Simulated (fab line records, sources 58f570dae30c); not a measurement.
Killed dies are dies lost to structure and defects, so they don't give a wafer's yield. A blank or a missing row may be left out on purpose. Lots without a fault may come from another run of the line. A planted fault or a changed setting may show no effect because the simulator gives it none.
Which tool did it? | flow berkeley_cmos170 | 16 lots, 48 wafers sampled, at 2 steps of a route of 331

WHAT THE GAUGES READ, wafer by wafer
UCB170_NSD_OVL_MEAS_07. Usual: NSD_OVL -1 nm, standard deviation 4.8.
lot  | measured     | on         | NSD_OVL (nm)   | flag
L327 | day 7 22:21  | overlay-01 | 3 -3 -1        |
L330 | day 8 09:51  | overlay-02 | -5 -8 -10      |
L329 | day 8 10:22  | overlay-01 | 9 0 6          |
L334 | day 9 11:38  | overlay-02 | -2 -3 9        |
L333 | day 9 11:55  | overlay-02 | 2 3 0          |
L335 | day 9 12:11  | overlay-01 | 1 4 0          |
L336 | day 9 12:22  | overlay-02 | -9 -7 -5       |
L337 | day 9 12:36  | overlay-01 | -1 3 2         |
L340 | day 10 18:28 | overlay-01 | 1 7 6          |
L343 | day 11 00:42 | overlay-01 | 5 8 0          |
L341 | day 11 00:55 | overlay-02 | -164 -161 -163 | OFF
L342 | day 11 00:57 | overlay-01 | -169 -166 -166 | OFF
L345 | day 11 10:25 | overlay-02 | -2 1 -7        |
L344 | day 11 10:44 | overlay-01 | -154 -153 -151 | OFF
L346 | day 12 09:59 | overlay-02 | -168 -162 -166 | OFF
L349 | day 12 14:52 | overlay-01 | -1 1 -3        |

WHICH TOOL RAN EACH LOT (tool, then ch and the chambers of the sampled wafers, then the start)
lot  | UCB170_NSD_EXPOSE_03
L327 | krf_scanner-02 ch 0, day 7 21:40
L330 | krf_scanner-01 ch 0, day 8 09:17
L329 | krf_scanner-01 ch 0, day 8 09:44
L334 | krf_scanner-01 ch 0, day 9 11:03
L333 | krf_scanner-01 ch 0, day 9 11:16
L335 | krf_scanner-02 ch 0, day 9 11:37
L336 | krf_scanner-01 ch 0, day 9 11:51
L337 | krf_scanner-02 ch 0, day 9 12:05
L340 | krf_scanner-01 ch 0, day 10 17:57
L343 | krf_scanner-02 ch 0, day 11 00:00
L341 | krf_scanner-02 ch 0, day 11 00:14
L342 | krf_scanner-02 ch 0, day 11 00:22
L345 | krf_scanner-01 ch 0, day 11 09:53
L344 | krf_scanner-02 ch 0, day 11 10:14
L346 | krf_scanner-02 ch 0, day 12 09:25
L349 | krf_scanner-01 ch 0, day 12 14:22
- UCB170_NSD_EXPOSE_03: exposes mask NSELECT MOD, target cd 1200 nm.

WHAT THE TOOLS THEMSELVES READ (means of the sampled wafers that have a number; where no wafer has one, the mark that the record gives instead)
The record holds no such reading with a usual standard deviation.

THE ANSWER, worked out from the rows above alone
Rule: a lot is off if the mean of its wafers that have a number lies more than 3 standard deviations from the usual mean. A lot without any number at a reading at which 4 lots or more have one is off too. The other lots that the step has rows for count as sound. The gauges are gone through in route order, then the tools' own readings, and for those a lot's mean is taken as printed above. The first step at which some lot is off is used, and at that step the reading that is off furthest; a lot without a number counts as furthest.
Off: L341, L342, L344, L346, at UCB170_NSD_OVL_MEAS_07 (NSD_OVL).
A tool fits if, at a process step before that reading, it ran every lot that is off, and no sound lot after the first of them. The gauges at UCB170_NSD_OVL_MEAS_07 are tried like those tools. One fits: krf_scanner-02 at UCB170_NSD_EXPOSE_03. Its last sound lot is L343 (day 11 00:00), its first lot that is off L341 (day 11 00:14): a fault that began between those two fits.

WHAT THE SIMULATOR HAD PUT IN
Scanner matching overlay: krf_scanner-02, from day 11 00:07 on, at UCB170_NSD_EXPOSE_03. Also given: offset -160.
Lots struck among those shown: L341, L342, L344, L346. The rule above found the same.
